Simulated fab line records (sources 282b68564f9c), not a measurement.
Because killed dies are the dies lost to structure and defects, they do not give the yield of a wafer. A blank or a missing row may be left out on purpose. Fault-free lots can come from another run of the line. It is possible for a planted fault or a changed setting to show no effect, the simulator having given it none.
Check of tool commonality :: flow rit cmos :: 42 wafers sampled across 14 lots

## REASON FOR OPENING
Of 14 lots, 2 have the reading CONTACT_TEOS_THK flagged at RIT_CONTACT_THK_MEAS_01. Fault-free wafers read 404 nm, with a standard deviation of 5.
Rule: a lot gets a flag if all its wafers with a number sit over 4 standard deviations from that mean, or if no wafer of it has a number. All remaining lots are regarded as sound.

lot: L621
measured: day 3 13:53
on: film metro-01
CONTACT_TEOS_THK (nm), wafer by wafer: 405 411 408
flag: 

lot: L623
measured: day 3 23:11
on: film metro-04
CONTACT_TEOS_THK (nm), wafer by wafer: 402 399 403
flag: 

lot: L624
measured: day 4 01:55
on: film metro-01
CONTACT_TEOS_THK (nm), wafer by wafer: 398 401 403
flag: 

lot: L625
measured: day 4 08:29
on: film metro-01
CONTACT_TEOS_THK (nm), wafer by wafer: 404 401 411
flag: 

lot: L626
measured: day 4 19:15
on: film metro-01
CONTACT_TEOS_THK (nm), wafer by wafer: 403 406 410
flag: 

lot: L627
measured: day 5 03:12
on: film metro-04
CONTACT_TEOS_THK (nm), wafer by wafer: 400 399 405
flag: 

lot: L628
measured: day 5 03:28
on: film metro-01
CONTACT_TEOS_THK (nm), wafer by wafer: 407 407 406
flag: 

lot: L630
measured: day 5 15:22
on: film metro-04
CONTACT_TEOS_THK (nm), wafer by wafer: 400 402 408
flag: 

lot: L631
measured: day 6 02:49
on: film metro-03
CONTACT_TEOS_THK (nm), wafer by wafer: 253 249 259
flag: FLAGGED

lot: L632
measured: day 6 08:49
on: film metro-03
CONTACT_TEOS_THK (nm), wafer by wafer: 410 404 420
flag: 

lot: L634
measured: day 7 00:41
on: film metro-03
CONTACT_TEOS_THK (nm), wafer by wafer: 253 263 257
flag: FLAGGED

lot: L638
measured: day 7 15:37
on: film metro-03
CONTACT_TEOS_THK (nm), wafer by wafer: 400 405 408
flag: 

lot: L640
measured: day 8 02:51
on: film metro-04
CONTACT_TEOS_THK (nm), wafer by wafer: 402 404 404
flag: 

lot: L642
measured: day 8 03:18
on: film metro-01
CONTACT_TEOS_THK (nm), wafer by wafer: 395 402 407
flag: 
On average the flagged lots' numbers are 256 nm, which is -148 nm against the usual, or -30 standard deviations.

## EACH LOT AND THE TOOL IT RAN ON
The record keeps 1 process step preceding the reading, out of 202 steps on the route. Every cell lists first the tool, next ch and the chambers used by the sampled wafers, and last the start.
lot: L621
flag: 
RIT_CONTACT_CVD_00: pecvd-04 ch 1,2, day 3 13:49

lot: L623
flag: 
RIT_CONTACT_CVD_00: pecvd-01 ch 0,2, day 3 23:08

lot: L624
flag: 
RIT_CONTACT_CVD_00: pecvd-04 ch 1,2, day 4 01:51

lot: L625
flag: 
RIT_CONTACT_CVD_00: pecvd-02 ch 1,2, day 4 08:24

lot: L626
flag: 
RIT_CONTACT_CVD_00: pecvd-01 ch 0,2, day 4 19:11

lot: L627
flag: 
RIT_CONTACT_CVD_00: pecvd-04 ch 0,1, day 5 03:09

lot: L628
flag: 
RIT_CONTACT_CVD_00: pecvd-02 ch 1,2, day 5 03:23

lot: L630
flag: 
RIT_CONTACT_CVD_00: pecvd-04 ch 0,1, day 5 15:17

lot: L631
flag: FLAGGED
RIT_CONTACT_CVD_00: pecvd-02 ch 1,2, day 6 02:44

lot: L632
flag: 
RIT_CONTACT_CVD_00: pecvd-01 ch 0,2, day 6 08:46

lot: L634
flag: FLAGGED
RIT_CONTACT_CVD_00: pecvd-02 ch 1,2, day 7 00:36

lot: L638
flag: 
RIT_CONTACT_CVD_00: pecvd-01 ch 1,2, day 7 15:32

lot: L640
flag: 
RIT_CONTACT_CVD_00: pecvd-01 ch 0,1,2, day 8 02:47

lot: L642
flag: 
RIT_CONTACT_CVD_00: pecvd-04 ch 0,1, day 8 03:14
What the steps here do:
- RIT_CONTACT_CVD_00: deposits SiO2 from TEOS, target thk 400 nm, time 61 s.
- RIT_CONTACT_THK_MEAS_01

## FLAGGED AGAINST TOTAL, ONE TOOL AT A TIME (gauges that did the reading follow at the end)
step: RIT_CONTACT_CVD_00
tool: pecvd-01
lots run: 5
flagged: 0
share of the flagged lots: none
sound lots run after its first flagged lot: -

step: RIT_CONTACT_CVD_00
tool: pecvd-02
lots run: 4
flagged: 2
share of the flagged lots: all
sound lots run after its first flagged lot: 0

step: RIT_CONTACT_CVD_00
tool: pecvd-04
lots run: 5
flagged: 0
share of the flagged lots: none
sound lots run after its first flagged lot: -

step: RIT_CONTACT_THK_MEAS_01
tool: film metro-01
lots run: 6
flagged: 0
share of the flagged lots: none
sound lots run after its first flagged lot: -

step: RIT_CONTACT_THK_MEAS_01
tool: film metro-03
lots run: 4
flagged: 2
share of the flagged lots: all
sound lots run after its first flagged lot: 2 (L632,L638)

step: RIT_CONTACT_THK_MEAS_01
tool: film metro-04
lots run: 4
flagged: 0
share of the flagged lots: none
sound lots run after its first flagged lot: -

## WHAT THE TABLE ALLOWS
In 2 table rows, all flagged lots were run: pecvd-02 (RIT_CONTACT_CVD_00), film metro-03 (RIT_CONTACT_THK_MEAS_01).
- pecvd-02 at RIT_CONTACT_CVD_00 ran 4 lots, 2 of them flagged. Its last sound lot is L628 (day 5 03:23), its first flagged lot L631 (day 6 02:44): a fault that began between those two fits.
- film metro-03 at RIT_CONTACT_THK_MEAS_01 ran 4 lots, 2 of them flagged. Lots that were sound ran on it after the first flagged one (L632, L638); a persistent fault on the entire tool would not allow that.
What remains is a single tool, pecvd-02 at RIT_CONTACT_CVD_00.

## WHAT THE SIMULATOR PUT IN
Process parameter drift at RIT_CONTACT_CVD_00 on pecvd-02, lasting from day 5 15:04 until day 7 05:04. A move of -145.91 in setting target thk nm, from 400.
Lots struck among those shown: L631, L634. The rule above found the same.
